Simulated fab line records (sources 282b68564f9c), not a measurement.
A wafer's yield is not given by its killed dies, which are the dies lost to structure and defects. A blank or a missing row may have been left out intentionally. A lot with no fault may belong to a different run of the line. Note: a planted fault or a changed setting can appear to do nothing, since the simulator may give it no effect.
fab line records    flow rit-cmos
record lots=6  wafers=18  last-day=7
route steps=202 shown ACTIVE@1 FOX1@20 FOX2@23 M1@202
lots that met no fault: from a run of the same line without faults
start-h: the number of hours between the record's first day and the start of the first shown wafer of the lot    wait-h: how many hours have passed since the lot's step before this one    " repeats the value in the row above    L1.1+2: several wafers, shown together as one row    - no value, or no start was given    * or withheld: withheld    < > ~ a bound
route shown NAME@n: NAME is a module with steps in the file, n the number in the route of the first one    usual: mean/standard deviation taken from wafers without a fault    same: alike in all rows    chamber/n: place in a boat    sites: the reading at each site    _std_site: standard deviation of those values    _edge_site: mean of outer sites minus mean of inner sites    radius-mm: for every site, how far away it sits from the centre of the wafer    mask NAME#n: copy n    behind: the most recent tool/chamber to have shaped the wafer    hold: reason for holding the lot/hours on hold/outcome of the hold    device: the n, p or np transistor that did not switch    end of line: at the end of the route, the tests of the same wafers    a step with no rows: only its recipe    killed: the dies lost at the first sort to structure and to defects; this is not the yield of the wafer    map: a wafer's dies, x killed, . not, _ none there
set.NAME: the setting as run; set.NAME@STEP: as run at that earlier step    model.NAME: the simulator's own value behind a step, which no gauge read
certain route steps with their lots: each step a table, each wafer a row
services: when a tool's chamber went out of use (start-h, in hours from the record's first day, below 0 if earlier), for how many hours, and the reason
## steps
# step RIT_ACTIVE_BOW_MEAS_00
# recipe mode=bow
# usual INCOMING_BOW=1/7.1
lot.wafer  tool           chamber  start-h  wait-h  INCOMING_BOW[um]
L160.1     film-metro-04  -        30.00    -       8
L160.3     "              -        "        "       -10
L160.4     "              -        "        "       5
L162.1     film-metro-02  -        40.00    -       20
L162.4     "              -        "        "       2
L162.5     "              -        "        "       4
L168.3     film-metro-01  -        70.04    -       0
L168.4     "              -        "        "       -4
L168.5     "              -        "        "       3
L176.2     film-metro-02  -        110.02   -       -4
L176.4     "              -        "        "       3
L176.5     "              -        "        "       -1
L178.1     film-metro-02  -        120.00   -       -5
L178.3     "              -        "        "       -2
L178.5     "              -        "        "       10
L179.2     film-metro-04  -        125.02   -       8
L179.3     "              -        "        "       4
L179.5     "              -        "        "       -4
# step RIT_ACTIVE_OXIDATION_01
# recipe temp-c=1000  ambient=O2  target-thk-a=468  ox-time-s=3360
# step RIT_ACTIVE_THK_MEAS_02
# recipe reads=SiO2_of_ACTIVE_OXIDATION_01
# usual ACTIVE_OXIDE_THK=47.0/0.77
lot.wafer  tool           chamber  start-h  wait-h  ACTIVE_OXIDE_THK[nm]
L160.1     film-metro-04  -        35.43    0.0     46.7
L160.3     "              -        "        "       46.8
L160.4     "              -        "        "       46.7
L162.1     film-metro-02  -        42.05    0.0     47.0
L162.4     "              -        "        "       46.9
L162.5     "              -        "        "       45.9
L168.3     film-metro-02  -        72.07    0.0     45.2
L168.4     "              -        "        "       45.8
L168.5     "              -        "        "       45.0
L176.2     film-metro-02  -        112.06   0.0     47.6
L176.4     "              -        "        "       47.9
L176.5     "              -        "        "       47.4
L178.1     film-metro-02  -        122.06   0.0     47.6
L178.3     "              -        "        "       47.5
L178.5     "              -        "        "       47.7
L179.2     film-metro-04  -        127.06   0.0     46.7
L179.3     "              -        "        "       47.5
L179.5     "              -        "        "       46.6
# step RIT_ACTIVE_CVD_03
# recipe material=Si3N4  target-thk-nm=150  temp-c=810  precursor=SiH2Cl2/NH3  time-s=1500  pressure-mtorr=300  sih2cl2-flow-sccm=60  nh3-flow-sccm=150
# usual nh3-flow-sccm=149.9/0.38
lot.wafer  tool      chamber  start-h  wait-h  nh3-flow-sccm  model.Si3N4_of_ACTIVE_CVD_03.thk-nm
L160.1     lpcvd-02  1        35.49    0.1     148.9          188.7
L160.3     "         1        "        "       149.2          190.1
L160.4     "         1        "        "       149.5          188.7
L162.1     lpcvd-02  0        42.11    0.1     150.5          185.6
L162.4     "         0        "        "       150.5          186.5
L162.5     "         0        "        "       150.3          185.9
L168.3     lpcvd-01  1        72.11    0.0     149.7          148
L168.4     "         1        "        "       149.9          148
L168.5     "         1        "        "       149.8          147.4
L176.2     lpcvd-01  1        112.11   0.0     150.0          151.3
L176.4     "         1        "        "       149.9          150.3
L176.5     "         1        "        "       149.7          151.3
L178.1     lpcvd-02  1        123.08   1.0     149.6          150.2
L178.3     "         1        "        "       149.8          150
L178.5     "         1        "        "       149.6          148.1
L179.2     lpcvd-02  0        128.03   1.0     150.5          147.5
L179.3     "         0        "        "       150.1          147.5
L179.5     "         0        "        "       150.0          147.8
# step RIT_ACTIVE_THK_MEAS_04
# recipe reads=Si3N4_of_ACTIVE_CVD_03
# usual ACTIVE_NITRIDE_THK=149.9/1.5
lot.wafer  tool           chamber  start-h  wait-h  ACTIVE_NITRIDE_THK[nm]
L160.1     film-metro-01  -        36.91    0.0     188.7
L160.3     "              -        "        "       190.1
L160.4     "              -        "        "       188.7
L162.1     film-metro-01  -        43.53    0.0     185.7
L162.4     "              -        "        "       186.5
L162.5     "              -        "        "       186.0
L168.3     film-metro-02  -        73.55    0.0     147.9
L168.4     "              -        "        "       148.0
L168.5     "              -        "        "       147.4
L176.2     film-metro-02  -        113.54   0.0     151.2
L176.4     "              -        "        "       150.3
L176.5     "              -        "        "       151.4
L178.1     film-metro-04  -        124.50   0.0     150.1
L178.3     "              -        "        "       150.0
L178.5     "              -        "        "       148.0
L179.2     film-metro-04  -        129.46   0.0     147.5
L179.3     "              -        "        "       147.5
L179.5     "              -        "        "       147.8
# step RIT_ACTIVE_HMDS_05
# recipe prime-time-s=60  prime-temp-c=140
# step RIT_ACTIVE_COAT_06
# recipe resist=NOVOLAK  spin-rpm=3250  resist-thk-nm=1000
# step RIT_ACTIVE_SOFTBAKE_07
# recipe resist=NOVOLAK  temp-c=90  time-s=60
# step RIT_ACTIVE_EXPOSE_08
# recipe mask-id=M1  na=0.6  source-shape=conventional  sigma-outer=0.6  target-cd-nm=1400  dose-mj=225
# step RIT_ACTIVE_PEB_09
# recipe resist=NOVOLAK  temp-c=withheld  time-s=withheld
# step RIT_ACTIVE_DEVELOP_10
# recipe resist=NOVOLAK  develop-time-s=50  dev-temp-c=23
# step RIT_ACTIVE_CD_MEAS_11
# recipe target-cd-nm=1400
# usual cd-nm=1400.5/2
lot.wafer  tool       chamber  start-h  wait-h  cd-nm
L160.1     cd-sem-02  -        37.95    -       1399.4
L160.3     "          -        "        "       1400.3
L160.4     "          -        "        "       1401.8
L162.1     cd-sem-02  -        44.64    -       1400.3
L162.4     "          -        "        "       1398.3
L162.5     "          -        "        "       1398.5
L168.3     cd-sem-01  -        74.60    -       1404.0
L168.4     "          -        "        "       1405.7
L168.5     "          -        "        "       1401.5
L176.2     cd-sem-02  -        114.46   -       1398.2
L176.4     "          -        "        "       1398.4
L176.5     "          -        "        "       1398.2
L178.1     cd-sem-01  -        125.58   -       1400.3
L178.3     "          -        "        "       1403.3
L178.5     "          -        "        "       1403.0
L179.2     cd-sem-02  -        130.51   -       1396.9
L179.3     "          -        "        "       1397.8
L179.5     "          -        "        "       1398.0
# step RIT_ACTIVE_HARDBAKE_12
# recipe resist=NOVOLAK  temp-c=140  time-s=60
# step RIT_ACTIVE_ETCH_13
# recipe stop-on=SiO2  chemistry=SF6  target=Si3N4  time-s=210  over-etch-frac=0.4  SF6_flow_sccm=200  pressure-mtorr=260  rf-w=125  target-depth-a=2100
# usual drypump-motor-current-A=5.4/0.36  oes-product-au=0.821/0.0092  throttle-valve-pct=7.43/0.096
lot.wafer  tool         chamber  start-h  wait-h  drypump-motor-current-A  oes-product-au  rf-hours-counter-h  throttle-valve-pct  model.etch.depth-nm  model.ACTIVE.feature-depth-nm
L160.1     rie-diel-04  1        38.22    0.1     5.3                      0.941           143                 7.45                188.7                190.3
L160.3     "            3        "        "       5.7                      0.940           123                 7.32                190.1                190.1
L160.4     "            0        "        "       5.0                      0.944           28                  7.44                188.7                188.7
L162.1     rie-diel-04  0        44.91    0.1     5.0                      0.935           28                  7.43                185.6                185.6
L162.4     "            1        "        "       5.3                      0.937           143                 7.43                186.5                188.1
L162.5     "            1        "        "       5.3                      0.931           -                   7.44                185.9                187.5
L168.3     rie-diel-04  2        74.97    0.1     5.4                      0.824           60                  7.37                148                  148.5
L168.4     "            3        "        "       5.7                      0.816           123                 7.33                148                  148
L168.5     "            2        "        "       5.4                      0.814           -                   7.38                147.4                148
L176.2     rie-diel-04  0        114.71   0.1     5.0                      0.831           29                  7.43                151.3                151.3
L176.4     "            2        "        "       5.4                      0.828           61                  7.39                150.3                150.9
L176.5     "            1        "        "       5.3                      0.827           -                   7.44                151.3                152.9
L178.1     rie-diel-03  0        125.85   0.1     5.6                      0.804           7                   7.57                150.2                150.6
L178.3     "            1        "        "       5.1                      0.817           2                   7.29                150                  150
L178.5     "            1        "        "       5.1                      0.807           -                   7.28                148.1                148.1
L179.2     rie-diel-03  3        130.76   0.1     5.2                      0.801           43                  7.38                147.5                147.5
L179.3     "            0        "        "       5.6                      0.797           7                   7.58                147.5                147.9
L179.5     "            2        "        "       5.9                      0.824           -                   7.49                147.8                147.8
# step RIT_ACTIVE_STRIP_14
# recipe chemistry=O2  time-s=180  resist=NOVOLAK  platen-temp-c=withheld  power-w=500  pressure-mtorr=4000  o2-flow-sccm=4000
# usual drypump-motor-current-A=6.0/0.57
lot.wafer  tool             chamber  start-h  wait-h  drypump-motor-current-A  rf-hours-counter-h
L160.1     plasma-asher-01  1        38.35    0.1     5.1                      40
L160.3     "                0        "        "       6.6                      -
L160.4     "                1        "        "       5.1                      -
L162.1     plasma-asher-03  0        45.04    0.1     6.5                      37
L162.4     "                1        "        "       5.6                      -
L162.5     "                1        "        "       5.6                      -
L168.3     plasma-asher-02  1        75.16    0.1     6.4                      -
L168.4     "                0        "        "       6.1                      -
L168.5     "                0        "        "       6.1                      -
L176.2     plasma-asher-03  0        114.84   0.1     6.4                      45
L176.4     "                1        "        "       5.5                      -
L176.5     "                1        "        "       5.6                      -
L178.1     plasma-asher-02  0        125.98   0.1     6.1                      35
L178.3     "                1        "        "       6.4                      -
L178.5     "                1        "        "       6.4                      -
L179.2     plasma-asher-02  1        130.89   0.1     6.4                      36
L179.3     "                1        "        "       6.4                      -
L179.5     "                0        "        "       6.1                      -
# step RIT_ACTIVE_CD_MEAS_90
# recipe target-cd-nm=1400
# usual cd-nm=1400.5/2.1
lot.wafer  tool       chamber  start-h  wait-h  cd-nm
L160.1     cd-sem-01  -        38.52    0.1     1399.3
L160.3     "          -        "        "       1400.6
L160.4     "          -        "        "       1401.6
L162.1     cd-sem-01  -        45.22    0.1     1400.7
L162.4     "          -        "        "       1398.2
L162.5     "          -        "        "       1398.3
L168.3     cd-sem-02  -        75.31    0.1     1404.1
L168.4     "          -        "        "       1405.4
L168.5     "          -        "        "       1401.1
L176.2     cd-sem-02  -        115.04   0.1     1398.0
L176.4     "          -        "        "       1398.3
L176.5     "          -        "        "       1397.9
L178.1     cd-sem-02  -        126.16   0.1     1400.3
L178.3     "          -        "        "       1403.1
L178.5     "          -        "        "       1402.5
L179.2     cd-sem-02  -        131.08   0.1     1397.4
L179.3     "          -        "        "       1397.2
L179.5     "          -        "        "       1398.4
# step RIT_ACTIVE_CLEAN_15
# recipe chemistry=SC1  mix=3:3:50  time-s=600  temp-c=75
# step RIT_ACTIVE_CLEAN_16
# recipe chemistry=dHF  dilution=50:1  time-s=30
# step RIT_ACTIVE_CLEAN_17
# recipe chemistry=SC2  mix=3:3:50  time-s=600  temp-c=75  dry=n2-spin
# step RIT_FOX1_OXIDATION_00
# recipe temp-c=1100  ambient=H2O  target-thk-a=3507  p-h2o-torr=720  ox-time-s=1130
# step RIT_FOX1_THK_MEAS_01
# recipe reads=SiO2_of_FOX1_OXIDATION_00
# usual FOX1_OXIDE_THK=351/6
lot.wafer  tool           chamber  start-h  wait-h  FOX1_OXIDE_THK[nm]
L160.1     film-metro-03  -        40.32    0.0     345
L160.3     "              -        "        "       348
L160.4     "              -        "        "       347
L162.1     film-metro-03  -        47.85    0.0     362
L162.4     "              -        "        "       358
L162.5     "              -        "        "       359
L168.3     film-metro-03  -        77.49    0.0     344
L168.4     "              -        "        "       346
L168.5     "              -        "        "       344
L176.2     film-metro-04  -        117.46   0.0     348
L176.4     "              -        "        "       344
L176.5     "              -        "        "       349
L178.1     film-metro-02  -        128.34   0.0     341
L178.3     "              -        "        "       349
L178.5     "              -        "        "       344
L179.2     film-metro-02  -        133.38   0.0     346
L179.3     "              -        "        "       340
L179.5     "              -        "        "       337
# step RIT_FOX1_WET_ETCH_02
# recipe chemistry=BOE  target-depth-nm=350  time-s=390  temp-c=21.5  dry=n2-spin  dilution=10:1  target=SiO2
# step RIT_FOX2_OXIDATION_00
# recipe temp-c=1100  ambient=H2O  target-thk-a=3507  p-h2o-torr=720  ox-time-s=1130
# step RIT_FOX2_THK_MEAS_01
# recipe reads=SiO2_of_FOX2_OXIDATION_00
# usual FOX2_OXIDE_THK=351/6.4
lot.wafer  tool           chamber  start-h  wait-h  FOX2_OXIDE_THK[nm]
L160.1     film-metro-03  -        41.82    0.0     351
L160.3     "              -        "        "       350
L160.4     "              -        "        "       355
L162.1     film-metro-02  -        49.50    0.0     351
L162.4     "              -        "        "       350
L162.5     "              -        "        "       358
L168.3     film-metro-03  -        79.70    0.0     350
L168.4     "              -        "        "       352
L168.5     "              -        "        "       356
L176.2     film-metro-03  -        119.88   0.0     350
L176.4     "              -        "        "       348
L176.5     "              -        "        "       344
L178.1     film-metro-02  -        129.95   0.0     338
L178.3     "              -        "        "       338
L178.5     "              -        "        "       343
L179.2     film-metro-03  -        134.87   0.0     357
L179.3     "              -        "        "       365
L179.5     "              -        "        "       362
# step RIT_FOX2_CLEAN_02
# recipe chemistry=dHF  dilution=50:1  time-s=180
lot.wafer  tool          chamber  start-h  wait-h  model.Si3N4_of_ACTIVE_CVD_03.thk-nm
L160.1     wet-bench-03  2        41.88    0.1     169.5
L160.3     "             2        "        "       170.9
L160.4     "             2        "        "       169.6
L162.1     wet-bench-04  1        49.56    0.1     166.4
L162.4     "             1        "        "       167.3
L162.5     "             1        "        "       166.7
L168.3+4   wet-bench-01  3        79.74    0.0     128.7
L168.5     "             3        "        "       128.1
L176.2     wet-bench-01  0        119.93   0.0     132
L176.4     "             0        "        "       131.1
L176.5     "             0        "        "       132.1
L178.1     wet-bench-01  1        130.01   0.1     131
L178.3     "             1        "        "       130.8
L178.5     "             1        "        "       128.9
L179.2+3   wet-bench-04  1        134.92   0.0     128.4
L179.5     "             1        "        "       128.7
# step RIT_FOX2_WET_ETCH_03
# recipe chemistry=H3PO4  target=Si3N4  target-depth-nm=195  temp-c=165  time-s=2700
# step RIT_M1_PROBE_99
# usual killed-at-contacts=0.1/0.25  killed-at-front-end=8/3.3  killed-dies=8/3.3  killed-open=3.9/2.1  killed-short=3.8/2.2
# same gross-dies=264  killed_at_M0_to_M3=0  killed_at_M4_up=0  killed-at-back-side=0  killed-at-other=0
lot.wafer  tool       chamber  start-h  wait-h  killed-at-contacts  killed-at-front-end  killed-dies  killed-open  killed-short  model.etest.pldd.width-nm  model.etest.nldd.width-nm  model.etest.nplus-sal.width-nm  model.etest.pplus-sal.width-nm
L160.1     prober-02  -        81.68    0.1     0                   12                   12           7            5             3226                       3234                       3507                            3504
L160.3     prober-02  -        81.78    0.2     0                   7                    7            4            3             3226                       3223                       3502                            3502
L160.4     prober-02  -        81.83    0.2     0                   10                   10           5            5             3210                       3206                       3521                            3480
L162.1     prober-01  -        91.92    0.1     0                   13                   13           6            7             3202                       3204                       3483                            3463
L162.4     prober-01  -        92.07    0.2     0                   2                    2            1            1             3211                       3193                       3495                            3491
L162.5     prober-01  -        92.12    0.2     0                   7                    7            6            1             3210                       3217                       3458                            3458
L168.3     prober-02  -        121.59   0.2     0                   9                    9            5            4             3209                       3205                       3459                            3456
L168.4     prober-02  -        121.64   0.2     1                   14                   15           9            6             3214                       3198                       3459                            3442
L168.5     prober-02  -        121.69   0.2     0                   12                   12           7            5             3189                       3202                       3466                            3452
L176.2     prober-02  -        158.85   0.1     0                   14                   14           8            6             3180                       3167                       3471                            3461
L176.4     prober-02  -        158.95   0.2     0                   11                   11           4            7             3174                       3170                       3424                            3442
L176.5     prober-02  -        159.00   0.2     0                   5                    5            2            3             3174                       3183                       3441                            3451
L178.1     prober-02  -        173.74   0.1     0                   8                    8            3            4             3200                       3205                       3456                            3456
L178.3     prober-02  -        173.84   0.2     0                   6                    6            3            3             3196                       3183                       3455                            3467
L178.5     prober-02  -        173.94   0.2     0                   6                    6            3            3             3174                       3190                       3444                            3453
L179.2     prober-01  -        175.29   0.1     0                   6                    6            2            4             3164                       3174                       3428                            3441
L179.3     prober-01  -        175.34   0.2     1                   5                    6            5            1             3148                       3147                       3418                            3402
L179.5     prober-01  -        175.44   0.2     0                   9                    9            6            3             3191                       3176                       3472                            3474
# killed by level:class
L160.1 GATE:geometric-particle:open=4 FOX1:geometric-particle:open=2 GATE:geometric-particle:short=2 FOX1:geometric-particle:short=1 FOX2:geometric-particle:short=1 REOX:geometric-particle:open=1 SILICIDE:geometric-particle:short=1
L160.3 SPACER:geometric-particle:open=2 FOX1:geometric-particle:short=1 GATE:geometric-particle:short=1 GATE:geometric-particle:open=1 SPACER:geometric-particle:short=1 SILICIDE:geometric-particle:open=1
L160.4 FOX1:geometric-particle:short=2 GATE:geometric-particle:open=2 REOX:geometric-particle:short=2 FOX2:geometric-particle:short=1 FOX2:geometric-particle:open=1 SPACER:geometric-particle:open=1 SILICIDE:geometric-particle:open=1
L162.1 GATE:geometric-particle:open=5 GATE:geometric-particle:short=4 FOX1:geometric-particle:short=2 REOX:geometric-particle:open=1 SPACER:geometric-particle:short=1
L162.4 GATE:geometric-particle:open=1 SILICIDE:geometric-particle:short=1
L162.5 GATE:geometric-particle:open=2 FOX1:geometric-particle:open=1 REOX:geometric-particle:open=1 REOX:geometric-particle:short=1 SPACER:geometric-particle:open=1 SILICIDE:geometric-particle:open=1
L168.3 GATE:geometric-particle:short=3 GATE:geometric-particle:open=2 SILICIDE:geometric-particle:open=2 FOX1:geometric-particle:open=1 SILICIDE:geometric-particle:short=1
L168.4 GATE:geometric-particle:short=4 FOX2:geometric-particle:open=2 GATE:geometric-particle:open=2 FOX1:geometric-particle:open=1 FOX2:geometric-particle:short=1 REOX:geometric-particle:open=1 SPACER:geometric-particle:open=1 SPACER:geometric-particle:short=1
L168.5 GATE:geometric-particle:open=5 FOX1:geometric-particle:short=2 GATE:geometric-particle:short=2 FOX2:geometric-particle:open=1 REOX:geometric-particle:short=1 REOX:geometric-particle:open=1
L176.2 FOX1:geometric-particle:open=3 GATE:geometric-particle:open=3 FOX1:geometric-particle:short=2 GATE:geometric-particle:short=2 REOX:geometric-particle:open=1 REOX:geometric-particle:short=1 SILICIDE:geometric-particle:short=1 SILICIDE:geometric-particle:open=1
L176.4 SILICIDE:geometric-particle:short=3 SILICIDE:geometric-particle:open=3 SPACER:geometric-particle:short=2 FOX1:geometric-particle:short=1 GATE:geometric-particle:short=1 SPACER:geometric-particle:open=1
L176.5 FOX1:geometric-particle:open=2 GATE:geometric-particle:short=2 SILICIDE:geometric-particle:short=1
L178.1 GATE:geometric-particle:short=3 FOX2:geometric-particle:short=1 FOX2:geometric-particle:open=1 GATE:geometric-particle:open=1 SILICIDE:geometric-particle:open=1 PWELL:coat-microbubble-printed=1
L178.3 GATE:geometric-particle:open=2 FOX1:geometric-particle:short=1 GATE:geometric-particle:short=1 REOX:geometric-particle:short=1 SPACER:geometric-particle:open=1
L178.5 GATE:geometric-particle:short=2 FOX1:geometric-particle:open=1 GATE:geometric-particle:open=1 REOX:geometric-particle:short=1 SILICIDE:geometric-particle:open=1
L179.2 FOX1:geometric-particle:open=2 GATE:geometric-particle:short=2 REOX:geometric-particle:short=1 SILICIDE:geometric-particle:short=1
L179.3 GATE:geometric-particle:open=2 ACTIVE:geometric-particle:short=1 FOX1:geometric-particle:open=1 REOX:geometric-particle:open=1 CONTACT:geometric-particle:open=1
L179.5 SILICIDE:geometric-particle:open=4 GATE:geometric-particle:short=2 FOX2:geometric-particle:short=1 GATE:geometric-particle:open=1 REOX:geometric-particle:open=1
## services
tool             chamber  start-h  hours  kind
wet-bench-01     -        40.80    1.9    pm
lpcvd-02         -        47.39    16.1   repair
rie-diel-04      -        49.01    1.1    repair
plasma-asher-03  -        99.70    4.1    repair
plasma-asher-01  -        112.34   9.9    pm
lpcvd-01         -        113.53   14.6   pm
## key
first-sign step=RIT_ACTIVE_THK_MEAS_04  reading=ACTIVE_NITRIDE_THK  direction=up  sigmas=24  usual=149.9  struck=187.6
effect step=RIT_ACTIVE_ETCH_13  reading=oes-product-au  direction=up  sigmas=13  usual=0.821  struck=0.938
model-effect step=RIT_ACTIVE_CVD_03  value=Si3N4_of_ACTIVE_CVD_03.thk-nm  without=150.1  struck=187.6
model-effect step=RIT_ACTIVE_ETCH_13  value=etch.depth-nm  without=150.1  struck=187.6
model-effect step=RIT_FOX2_CLEAN_02  value=Si3N4_of_ACTIVE_CVD_03.thk-nm  without=130.9  struck=168.4
model-effect step=RIT_M1_PROBE_99  value=etest.pldd.width-nm  without=3176  struck=3214
met-at RIT_ACTIVE_CVD_03
struck-wafers L160.1,L160.3,L160.4,L162.1,L162.4,L162.5
tester-left-out L160,L162
fault kind=process-parameter-drift  tool=lpcvd-02  chamber=-  onset-h=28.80  steps=RIT_ACTIVE_CVD_03  channel=target-thk-nm  offset=37.5  shape=step  end-h=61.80  acts-in=these-recipes-only  stated=150
# tester-left-out: of these lots the tester's yield and bins aren't shown, on N5 and GAA mostly nor the transistor test; their killed dies are dies lost to structure and defects alone, not to doping, threshold or leakage, so they don't give the yield
